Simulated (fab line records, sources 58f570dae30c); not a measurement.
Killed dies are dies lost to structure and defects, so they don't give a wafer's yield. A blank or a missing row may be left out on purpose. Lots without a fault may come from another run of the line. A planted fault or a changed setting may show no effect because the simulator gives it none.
fab line records | flow berkeley_cmos170 | part 2 of 2: steps 27 to 35 of 35
record lots=5 wafers=15 last_day=12
route steps=331 shown START@1 ZERO@6 NWELL@14 PWELL@34
lots that met no fault: from a run of the same line without faults
start_h: hours from the record's first day to the start of the lot's first wafer shown | wait_h: hours since the lot's step before | " the same as in the row above | L1.1+2: a row that stands for several wafers | - no value, or no start given | * or withheld: withheld | < > ~ a bound
route shown NAME@n: a module of which the file shows steps, and the number in the route of the first | usual: mean/standard deviation of fault-free wafers | same: alike in all rows | chamber/n: place in a boat | sites: the reading at each site | _std_site: their standard deviation | _edge_site: outer sites' mean less inner sites' | radius_mm: how far each site lies from the wafer's centre | mask NAME#n: copy n | behind: the tool/chamber that last shaped the wafer | hold: why the lot was held/for how many hours/how that ended | device: the transistor (n, p or np) that didn't switch | end of line: the same wafers' tests at the end of the route | a step without rows: its recipe alone | killed: dies lost to structure and defects at the first sort, not the wafer's yield | map: a wafer's dies, x killed, . not, _ none there
set.NAME: the setting as run; set.NAME@STEP: as run at that earlier step | model.NAME: the simulator's own value behind a step, which no gauge read
lots at some steps of the route; a table a step, a row a wafer
services: from which hour (start_h, from the record's first day; less than 0 if before it) a tool's chamber was out of use, for how many hours, and why
## steps
# step UCB170_NWELL_ETCH_13
# recipe chemistry=CH3F/Ar/O2 target=Si3N4 stop_on=SiO2 CH3F_flow_sccm=20 Ar_flow_sccm=50 O2_flow_sccm=7 pressure_mtorr=50 rf_w=450 target_depth_a=2464 over_etch_frac=0.1 time_s=154
# usual drypump_motor_current_A=6.0/0.45 oes_product_au=0.946/0.013 throttle_valve_pct=8.10/0.12
# same over_etch_frac=0.1 time_s=154
# columns lot.wafer tool chamber start_h wait_h drypump_motor_current_A oes_product_au rf_hours_counter_h throttle_valve_pct
L075.1 rie_diel-04 3 40.88 0.0 5.4 0.948 57 8.31
L075.3 " 2 " " 6.7 0.911 148 8.14
L075.6 " 1 " " 6.0 0.948 - 7.89
L082.2 rie_diel-03 0 74.61 0.0 5.1 0.939 14 8.14
L082.4 " 1 " " 6.1 0.949 71 8.13
L082.6 " 0 " " 5.1 0.946 - 8.12
L084.1 rie_diel-03 2 81.37 0.0 6.4 0.965 133 8.04
L084.2 " 3 " " 5.5 0.974 161 8.01
L084.4 " 1 " " 6.1 0.942 71 8.11
L085.1 rie_diel-02 0 95.46 0.0 6.0 0.945 83 8.03
L085.5 " 2 " " 6.2 0.937 - 8.10
L085.6 " 1 " " 6.5 0.927 - 7.94
L090.1 rie_diel-02 3 125.95 0.0 6.3 0.963 116 8.19
L090.3 " 0 " " 6.0 0.956 84 8.04
L090.6 " 2 " " 6.2 0.949 - 8.08
# step UCB170_NWELL_IMPLANT_14
# recipe species=P dose_cm2=1e+13 energy_kev=150 tilt_deg=7
# usual tilt_deg=7.000/0.019
# columns lot.wafer tool chamber start_h wait_h tilt_deg
L075.1 implanter-01 0 40.98 0.1 7.004
L075.3 " 0 " " 6.994
L075.6 " 0 " " 6.984
L082.2 implanter-01 0 74.74 0.1 6.994
L082.4 " 0 " " 7.027
L082.6 " 0 " " 7.014
L084.1 implanter-03 0 81.47 0.1 6.981
L084.2 " 0 " " 6.996
L084.4 " 0 " " 6.984
L085.1 implanter-01 0 95.57 0.1 6.982
L085.5 " 0 " " 7.011
L085.6 " 0 " " 7.006
L090.1 implanter-02 0 126.05 0.1 7.022
L090.3 " 0 " " 6.988
L090.6 " 0 " " 6.991
# step UCB170_NWELL_STRIP_15
# recipe chemistry=O2 power_w=400 pressure_mtorr=3500 platen_temp_c=withheld o2_flow_sccm=400 overash_fraction=0.5
# usual drypump_motor_current_A=5.5/0.44 oes_product_au=0.721/0.0045 strip_time_to_endpoint_s=18.04/0.1
# same overash_fraction=0.5
# columns lot.wafer tool chamber start_h wait_h drypump_motor_current_A oes_product_au rf_hours_counter_h strip_time_to_endpoint_s
L075.1 plasma_asher-03 0 41.13 0.1 5.1 0.721 30 18.05
L075.3 " 0 " " 5.1 0.725 - 18.05
L075.6 " 0 " " 5.1 0.714 - 17.98
L082.2 plasma_asher-02 0 74.87 0.1 4.9 0.721 29 17.87
L082.4 " 0 " " 4.9 0.723 - 18.05
L082.6 " 1 " " 5.8 0.721 - 17.95
L084.1 plasma_asher-02 0 81.62 0.1 4.9 0.719 29 17.94
L084.2 " 1 " " 5.8 0.723 29 17.90
L084.4 " 1 " " 5.9 0.720 - 18.02
L085.1 plasma_asher-04 1 95.72 0.1 5.3 0.727 36 18.05
L085.5 " 0 " " 6.1 0.727 - 18.05
L085.6 " 1 " " 5.3 0.719 - 18.05
L090.1 plasma_asher-03 0 126.20 0.1 5.1 0.715 39 17.91
L090.3 " 0 " " 5.1 0.712 - 17.92
L090.6 " 1 " " 5.7 0.715 - 17.92
# step UCB170_NWELL_TW_MEAS_16
# usual NWELL_TW=1264/9.5
# columns lot.wafer tool chamber start_h wait_h NWELL_TW
L075.1 film_metro-02 - 41.23 0.1 1261
L075.3 " - " " 1255
L075.6 " - " " 1263
L082.2 film_metro-02 - 74.98 0.1 1274
L082.4 " - " " 1270
L082.6 " - " " 1275
L084.1 film_metro-04 - 81.72 0.1 1265
L084.2 " - " " 1270
L084.4 " - " " 1263
L085.1 film_metro-04 - 95.82 0.1 1270
L085.5 " - " " 1261
L085.6 " - " " 1263
L090.1 film_metro-02 - 126.30 0.1 1264
L090.3 " - " " 1259
L090.6 " - " " 1261
# step UCB170_NWELL_CLEAN_17
# recipe chemistry=SPM temp_c=120 time_s=600
# usual temp_c=119.97/0.15
# same time_s=600
# columns lot.wafer tool chamber start_h wait_h temp_c
L075.1 wet_bench-02 0 41.29 0.1 120.01
L075.3 " 0 " " 119.86
L075.6 " 0 " " 119.96
L082.2 wet_bench-04 2 75.10 0.1 120.10
L082.4 " 2 " " 120.10
L082.6 " 2 " " 120.34
L084.1 wet_bench-03 2 81.78 0.1 120.17
L084.2 " 2 " " 120.02
L084.4 " 2 " " 119.87
L085.1 wet_bench-03 1 96.89 1.1 119.97
L085.5 " 1 " " 120.02
L085.6 " 1 " " 119.95
L090.1 wet_bench-04 3 126.36 0.1 120.13
L090.3 " 3 " " 120.19
L090.6 " 3 " " 120.06
# step UCB170_NWELL_WET_ETCH_18
# recipe chemistry=H3PO4 target=Si3N4 temp_c=160 time_s=14400
# usual temp_c=160.03/0.15
# same time_s=14400
# columns lot.wafer tool chamber start_h wait_h temp_c
L075.1 wet_bench-02 3 41.64 0.2 159.83
L075.3 " 3 " " 159.87
L075.6 " 3 " " 159.84
L082.2 wet_bench-04 3 75.34 0.0 159.96
L082.4 " 3 " " 160.34
L082.6 " 3 " " 160.31
L084.1 wet_bench-02 2 81.95 0.0 160.02
L084.2 " 2 " " 159.82
L084.4 " 2 " " 159.93
L085.1 wet_bench-03 3 97.08 0.0 160.03
L085.5 " 3 " " 160.06
L085.6 " 3 " " 159.86
L090.1 wet_bench-03 3 126.55 0.0 160.01
L090.3 " 3 " " 159.96
L090.6 " 3 " " 160.10
# step UCB170_NWELL_WET_ETCH_19
# recipe chemistry=BOE dilution=5:1 target=SiO2 temp_c=25 time_s=22
# usual temp_c=25.00/0.11
# same time_s=22
# columns lot.wafer tool chamber start_h wait_h temp_c
L075.1 wet_bench-02 0 46.12 0.5 24.98
L075.3 " 0 " " 24.80
L075.6 " 0 " " 24.89
L082.2 wet_bench-02 2 80.41 0.3 25.20
L082.4 " 2 " " 25.22
L082.6 " 2 " " 25.26
L084.1 wet_bench-03 3 86.22 0.3 25.06
L084.2 " 3 " " 24.98
L084.4 " 3 " " 25.20
L085.1 wet_bench-02 2 101.09 0.0 25.07
L085.5 " 2 " " 24.95
L085.6 " 2 " " 25.07
L090.1 wet_bench-04 2 130.92 0.0 24.82
L090.3 " 2 " " 24.88
L090.6 " 2 " " 24.71
# step UCB170_PWELL_CLEAN_00
# recipe chemistry=SPM temp_c=120 time_s=600
# usual temp_c=119.95/0.13
# same time_s=600
# columns lot.wafer tool chamber start_h wait_h temp_c
L075.1 wet_bench-03 1 47.19 1.1 120.14
L075.3 " 1 " " 120.17
L075.6 " 1 " " 120.01
L082.2 wet_bench-02 0 80.43 0.0 120.16
L082.4 " 0 " " 119.97
L082.6 " 0 " " 120.09
L084.1 wet_bench-03 3 86.25 0.0 119.76
L084.2 " 3 " " 119.80
L084.4 " 3 " " 119.94
L085.1 wet_bench-03 0 101.10 0.0 120.07
L085.5 " 0 " " 120.09
L085.6 " 0 " " 120.06
L090.1 wet_bench-02 1 130.94 0.0 119.78
L090.3 " 1 " " 120.12
L090.6 " 1 " " 119.92
# step UCB170_PWELL_CLEAN_01
# recipe chemistry=dHF dilution=25:1 time_s=60
# same time_s=60
# columns lot.wafer tool chamber start_h wait_h
L075.1+3+6 wet_bench-03 3 47.55 0.2
L082.2+4+6 wet_bench-02 1 80.60 0.0
L084.1+2+4 wet_bench-03 0 86.43 0.0
L085.1+5+6 wet_bench-03 2 101.30 0.0
L090.1+3+6 wet_bench-03 1 131.13 0.0
## services
# columns tool chamber start_h hours kind
plasma_asher-04 - -8.35 2.8 pm
rie_diel-02 2 -6.76 9.1 repair
furnace-02 - 10.01 2.8 pm
furnace-01 - 15.00 6.6 repair
wet_bench-03 - 15.68 1.8 repair
rie_diel-04 2 18.68 14.6 repair
krf_scanner-01 - 19.54 1.0 pm
krf_scanner-02 - 22.21 1.0 pm
implanter-01 - 24.82 12.3 pm
plasma_asher-04 - 28.58 0.7 repair
krf_scanner-01 - 29.22 0.8 pm
krf_scanner-01 - 39.06 1.3 pm
plasma_asher-04 - 48.36 7.6 pm
rie_diel-04 - 59.39 0.8 repair
krf_scanner-02 - 79.10 2.5 repair
furnace-04 - 85.74 2.6 pm
krf_scanner-02 - 87.68 0.8 pm
rie_diel-03 - 95.21 4.0 pm
plasma_asher-04 - 98.01 1.2 repair
krf_scanner-02 - 101.04 1.3 pm
rie_diel-03 2 101.96 3.7 repair
rie_diel-03 - 110.87 2.8 pm
furnace-04 - 112.60 11.1 pm
furnace-02 - 115.67 15.1 pm
